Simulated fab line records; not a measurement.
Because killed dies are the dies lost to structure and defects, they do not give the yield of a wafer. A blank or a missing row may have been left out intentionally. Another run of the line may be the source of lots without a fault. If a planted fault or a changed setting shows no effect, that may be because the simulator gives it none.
Which of the tools did it?	flow berkeley-cmos170	42 wafers from 14 lots sampled at 2 of the route's 331 steps

WHAT THE GAUGES SHOWED, per wafer
UCB170_START_THK_MEAS_03. Usual: START_OXIDE_THK gives 19.9 nm (standard deviation 0.45).
lot	measured	on	START_OXIDE_THK (nm)	flag
L633	day 1 19:35	film-metro-04	19.3 19.4 19.0	
L634	day 1 23:55	film-metro-03	20.2 20.0 20.1	
L635	day 2 04:58	film-metro-04	19.4 19.6 20.0	
L636	day 2 10:14	film-metro-04	19.7 20.0 19.4	
L638	day 2 20:59	film-metro-02	20.2 20.2 20.6	
L639	day 3 01:21	film-metro-03	19.7 20.0 19.7	
L640	day 3 06:23	film-metro-02	19.7 19.6 19.5	
L643	day 3 21:55	film-metro-03	19.9 20.2 20.0	
L645	day 4 07:05	film-metro-04	20.0 20.1 20.2	
L646	day 4 13:20	film-metro-03	19.7 19.6 19.7	
L647	day 4 17:34	film-metro-04	19.5 19.3 19.4	
L648	day 4 21:56	film-metro-03	19.5 19.6 19.4	
L649	day 5 02:50	film-metro-02	19.2 19.3 19.3	
L651	day 5 13:23	film-metro-04	20.3 20.4 20.4	

UCB170_NWELL_THK_MEAS_02. Usual: NWELL_OXIDE_THK gives 26.2 nm (standard deviation 0.46).
lot	measured	on	NWELL_OXIDE_THK (nm)	flag
L633	day 2 03:33	film-metro-04	25.7 25.8 25.8	
L634	day 2 08:17	film-metro-03	25.8 26.3 25.6	
L635	day 2 16:39	film-metro-01	26.5 26.2 26.5	
L636	day 2 16:40	film-metro-03	26.5 26.7 27.3	
L638	day 3 05:37	film-metro-01	26.3 26.2 25.9	
L639	day 3 09:14	film-metro-03	26.5 27.2 26.8	
L640	day 3 14:58	film-metro-04	25.9 25.4 26.3	
L643	day 4 08:08	film-metro-01	25.9 26.2 26.0	
L645	day 4 15:17	film-metro-01	26.7 26.9 26.8	
L646	day 5 00:45	film-metro-04	25.9 25.9 26.2	
L647	day 5 00:44	film-metro-03	26.5 26.5 26.8	
L648	day 5 07:12	film-metro-01	26.4 26.2 25.8	
L649	day 5 10:32	film-metro-03	25.9 26.1 26.0	
L651	day 5 21:29	film-metro-01	26.8 26.7 26.5	

WHICH TOOL RAN EACH LOT (tool, then ch and the chambers of the sampled wafers, then the start)
The record shows no process step preceding these readings.

WHAT THE TOOLS THEMSELVES READ (means of the sampled wafers that have a number; where no wafer has one, the mark that the record gives instead)
The record holds no such reading with a usual standard deviation.

THE ANSWER, worked out from the rows above alone
Rule: a lot counts as off when the mean over its wafers that have a number is more than 3 standard deviations away from the usual mean. Also off: a lot with no number at a reading for which 4 or more lots have one. The other lots that the step has rows for count as sound. Order of review: gauges by route order, followed by the tools' own readings, for which a lot's mean as printed above is used. At the first step where some lot is off, the reading lying furthest off is the one used; lots without a number count as furthest.
Nothing can be told from this: no lot is off at any reading shown.

WHAT THE SIMULATOR HAD INSERTED
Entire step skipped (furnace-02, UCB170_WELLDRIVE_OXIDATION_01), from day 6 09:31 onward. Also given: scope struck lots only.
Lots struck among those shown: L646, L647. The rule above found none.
